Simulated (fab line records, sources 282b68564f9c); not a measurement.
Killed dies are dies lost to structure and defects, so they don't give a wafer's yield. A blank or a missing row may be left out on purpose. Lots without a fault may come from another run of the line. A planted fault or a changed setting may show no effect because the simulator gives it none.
A struck lot beside a sound one | flow rit_cmos | 15 steps out of a route of 202
Sound: wafers L917.1, L917.5, L917.6. Struck: wafers L927.1, L927.3, L927.6. The cause comes at the end.
At each step with rows: each side's tool, then ch and its chambers, then its first start. Under that, the readings that differ: sound wafers | struck wafers | difference of the means | sigmas: that difference in standard deviations of wafers without a fault.
alike: readings whose means differ by less than 2 such deviations, and words and numbers that are the same on both sides. not compared: withheld readings, readings that some wafer has no value for, bounds like >300 that may hide the same value, and numbers for which the record gives no deviation and whose values overlap.
The two part at a step that has a row with sigmas, a row that says differs or no value, or rows on one side only. Numbers that don't overlap but have no deviation are shown without sigmas and don't part them. A reading that every wafer of one side lacks parts them only if that side has two wafers or more.

first, 4 steps without rows for these wafers: RIT_GATE_SOFTBAKE_12 (time 60 s); RIT_GATE_EXPOSE_13 (exposes mask M6, target cd 150 nm); RIT_GATE_PEB_14; RIT_GATE_DEVELOP_15 (develop time 50 s).
RIT_GATE_CD_MEAS_16: target cd 150 nm.
  sound on cd_sem-01, day 4 21:33; struck on cd_sem-02, day 6 17:34
  reading    | sound             | struck            | difference | sigmas
  cd_nm (nm) | 148.2 150.4 147.4 | 155.6 154.6 152.5 | +5.6       | +3
RIT_GATE_OVL_MEAS_17:
  sound on overlay-01, day 4 21:40; struck on overlay-02, day 6 17:41
  alike: GATE_OVL
then, 1 step without rows for these wafers: RIT_GATE_HARDBAKE_18 (time 60 s).
RIT_GATE_ETCH_19: etches poly-Si in SF6/CHF3/O2, stops on SiO2, time 165 s, target depth 312.5 nm.
  sound on rie_si-02 ch 0,1,2, day 4 21:52; struck on rie_si-02 ch 0,3, day 6 17:52
  alike: drypump_motor_current_A, oes_product_au, throttle_valve_pct
  not compared: rf_hours_counter_h
RIT_GATE_STRIP_20: strips in O2, time 180 s.
  sound on plasma_asher-01 ch 0,1, day 4 21:58; struck on plasma_asher-02 ch 0,1, day 6 17:58
  alike: drypump_motor_current_A, rf_refl_power_W
  not compared: rf_hours_counter_h
RIT_GATE_CD_MEAS_90: target cd 150 nm.
  sound on cd_sem-02, day 4 22:08; struck on cd_sem-01, day 6 18:09
  reading    | sound             | struck            | difference | sigmas
  cd_nm (nm) | 147.5 150.8 147.1 | 155.7 155.0 152.7 | +6.0       | +3
then, 2 steps without rows for these wafers: RIT_REOX_CLEAN_00 (cleans in SC1, time 600 s); RIT_REOX_CLEAN_01 (cleans in dHF, time 30 s).
RIT_REOX_CLEAN_02: cleans in SC2, time 600 s.
  sound on wet_bench-04 ch 3, day 4 22:28; struck on wet_bench-01 ch 3, day 6 18:28
  reading          | sound             | struck            | difference | sigmas
  run_length_s (s) | 624.7 624.7 624.7 | 513.1 513.1 513.1 | -111.6     | -38
then, 1 step without rows for these wafers: RIT_REOX_OXIDATION_03 (target thk 25.2 nm, ox time 5580 s).
RIT_M1_PROBE_99:
  the record has rows for the sound wafers here (prober-01, day 5 18:49) and none for the struck ones

WHERE THEY PART
First at RIT_GATE_CD_MEAS_16; last, within this record, at RIT_M1_PROBE_99.

WHY: what the simulator had put in
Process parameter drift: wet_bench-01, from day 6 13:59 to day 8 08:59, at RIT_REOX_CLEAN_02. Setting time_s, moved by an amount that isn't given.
